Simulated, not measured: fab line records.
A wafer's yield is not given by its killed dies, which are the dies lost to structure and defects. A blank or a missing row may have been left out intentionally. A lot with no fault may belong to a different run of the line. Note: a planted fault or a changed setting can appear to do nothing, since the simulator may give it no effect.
Shared-tool check || flow rit_cmos || 42 wafers sampled across 14 lots

WHAT PROMPTED THE OPENING
At RIT_NLDD_TW_MEAS_10 the reading NLDD_TW is flagged on 2 of 14 lots. Wafers without a fault read 2463, standard deviation 41.
Rule: a lot gets a flag if all its wafers with a number sit over 4 standard deviations from that mean, or if no wafer of it has a number. As for the other lots, they are considered sound.

{"lot": "L264", "measured": "day 2 19:14", "on": "film_metro-01", "NLDD_TW, wafer by wafer": "2421 2430 2425", "flag": ""}
{"lot": "L265", "measured": "day 3 00:22", "on": "film_metro-01", "NLDD_TW, wafer by wafer": "2398 2426 2414", "flag": ""}
{"lot": "L266", "measured": "day 3 04:46", "on": "film_metro-04", "NLDD_TW, wafer by wafer": "2500 2489 2501", "flag": ""}
{"lot": "L267", "measured": "day 3 13:16", "on": "film_metro-02", "NLDD_TW, wafer by wafer": "2499 2508 2496", "flag": ""}
{"lot": "L268", "measured": "day 3 15:02", "on": "film_metro-02", "NLDD_TW, wafer by wafer": "2503 2492 2498", "flag": ""}
{"lot": "L271", "measured": "day 4 04:23", "on": "film_metro-02", "NLDD_TW, wafer by wafer": "2498 2504 2493", "flag": ""}
{"lot": "L277", "measured": "day 5 11:47", "on": "film_metro-04", "NLDD_TW, wafer by wafer": "1552 1564 1568", "flag": "FLAGGED"}
{"lot": "L278", "measured": "day 5 16:02", "on": "film_metro-02", "NLDD_TW, wafer by wafer": "1548 1558 1551", "flag": "FLAGGED"}
{"lot": "L279", "measured": "day 5 20:20", "on": "film_metro-01", "NLDD_TW, wafer by wafer": "2413 2404 2419", "flag": ""}
{"lot": "L280", "measured": "day 6 00:57", "on": "film_metro-01", "NLDD_TW, wafer by wafer": "2433 2423 2434", "flag": ""}
{"lot": "L281", "measured": "day 6 07:01", "on": "film_metro-02", "NLDD_TW, wafer by wafer": "2507 2506 2510", "flag": ""}
{"lot": "L285", "measured": "day 7 03:25", "on": "film_metro-04", "NLDD_TW, wafer by wafer": "2501 2501 2495", "flag": ""}
{"lot": "L286", "measured": "day 7 07:04", "on": "film_metro-02", "NLDD_TW, wafer by wafer": "2515 2524 2516", "flag": ""}
{"lot": "L287", "measured": "day 7 14:37", "on": "film_metro-01", "NLDD_TW, wafer by wafer": "2431 2429 2431", "flag": ""}
On average the flagged lots' numbers are 1557, which is -906 against the usual, or -22 standard deviations.

TOOL THAT RAN EACH LOT
The record holds 1 process step before the reading, out of a route of 202 steps. Each cell gives the tool, then ch followed by the chambers the sampled wafers passed through, then the start.
{"lot": "L264", "flag": "", "RIT_NLDD_IMPLANT_08": "implanter-02 ch 0, day 2 18:54"}
{"lot": "L265", "flag": "", "RIT_NLDD_IMPLANT_08": "implanter-03 ch 0, day 3 00:03"}
{"lot": "L266", "flag": "", "RIT_NLDD_IMPLANT_08": "implanter-03 ch 0, day 3 04:27"}
{"lot": "L267", "flag": "", "RIT_NLDD_IMPLANT_08": "implanter-02 ch 0, day 3 12:56"}
{"lot": "L268", "flag": "", "RIT_NLDD_IMPLANT_08": "implanter-02 ch 0, day 3 14:42"}
{"lot": "L271", "flag": "", "RIT_NLDD_IMPLANT_08": "implanter-01 ch 0, day 4 04:05"}
{"lot": "L277", "flag": "FLAGGED", "RIT_NLDD_IMPLANT_08": "implanter-02 ch 0, day 5 11:29"}
{"lot": "L278", "flag": "FLAGGED", "RIT_NLDD_IMPLANT_08": "implanter-02 ch 0, day 5 15:42"}
{"lot": "L279", "flag": "", "RIT_NLDD_IMPLANT_08": "implanter-01 ch 0, day 5 20:01"}
{"lot": "L280", "flag": "", "RIT_NLDD_IMPLANT_08": "implanter-01 ch 0, day 6 00:37"}
{"lot": "L281", "flag": "", "RIT_NLDD_IMPLANT_08": "implanter-03 ch 0, day 6 06:41"}
{"lot": "L285", "flag": "", "RIT_NLDD_IMPLANT_08": "implanter-03 ch 0, day 7 03:05"}
{"lot": "L286", "flag": "", "RIT_NLDD_IMPLANT_08": "implanter-01 ch 0, day 7 06:44"}
{"lot": "L287", "flag": "", "RIT_NLDD_IMPLANT_08": "implanter-01 ch 0, day 7 14:16"}
What the steps here do:
- RIT_NLDD_IMPLANT_08
- RIT_NLDD_TW_MEAS_10

FLAGGED AGAINST TOTAL, ONE TOOL AT A TIME (gauges that did the reading follow at the end)
{"step": "RIT_NLDD_IMPLANT_08", "tool": "implanter-01", "lots run": 5, "flagged": 0, "share of the flagged lots": "none", "sound lots run after its first flagged lot": "-"}
{"step": "RIT_NLDD_IMPLANT_08", "tool": "implanter-02", "lots run": 5, "flagged": 2, "share of the flagged lots": "all", "sound lots run after its first flagged lot": 0}
{"step": "RIT_NLDD_IMPLANT_08", "tool": "implanter-03", "lots run": 4, "flagged": 0, "share of the flagged lots": "none", "sound lots run after its first flagged lot": "-"}
{"step": "RIT_NLDD_TW_MEAS_10", "tool": "film_metro-01", "lots run": 5, "flagged": 0, "share of the flagged lots": "none", "sound lots run after its first flagged lot": "-"}
{"step": "RIT_NLDD_TW_MEAS_10", "tool": "film_metro-02", "lots run": 6, "flagged": 1, "share of the flagged lots": "some", "sound lots run after its first flagged lot": "2 (L281,L286)"}
{"step": "RIT_NLDD_TW_MEAS_10", "tool": "film_metro-04", "lots run": 3, "flagged": 1, "share of the flagged lots": "some", "sound lots run after its first flagged lot": "1 (L285)"}

THE TABLE: WHAT IT ALLOWS
In the table, 1 row covers all flagged lots: implanter-02 at RIT_NLDD_IMPLANT_08.
- implanter-02 at RIT_NLDD_IMPLANT_08: 2 of its 5 lots flagged. A fault beginning between L268 (day 3 14:42), its last sound lot, and L277 (day 5 11:29), its first flagged one, fits the data. Its own readings lie more than 4 standard deviations out on every wafer of the flagged lots: dose_ions_cm2, faraday_current_uA.
Left over: one tool, implanter-02 at RIT_NLDD_IMPLANT_08.

WHAT WAS PUT IN BY THE SIMULATOR
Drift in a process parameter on implanter-02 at RIT_NLDD_IMPLANT_08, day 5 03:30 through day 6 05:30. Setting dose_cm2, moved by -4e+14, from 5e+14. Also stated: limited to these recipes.
Lots struck among those shown: L277, L278. This agrees with what the rule above found.
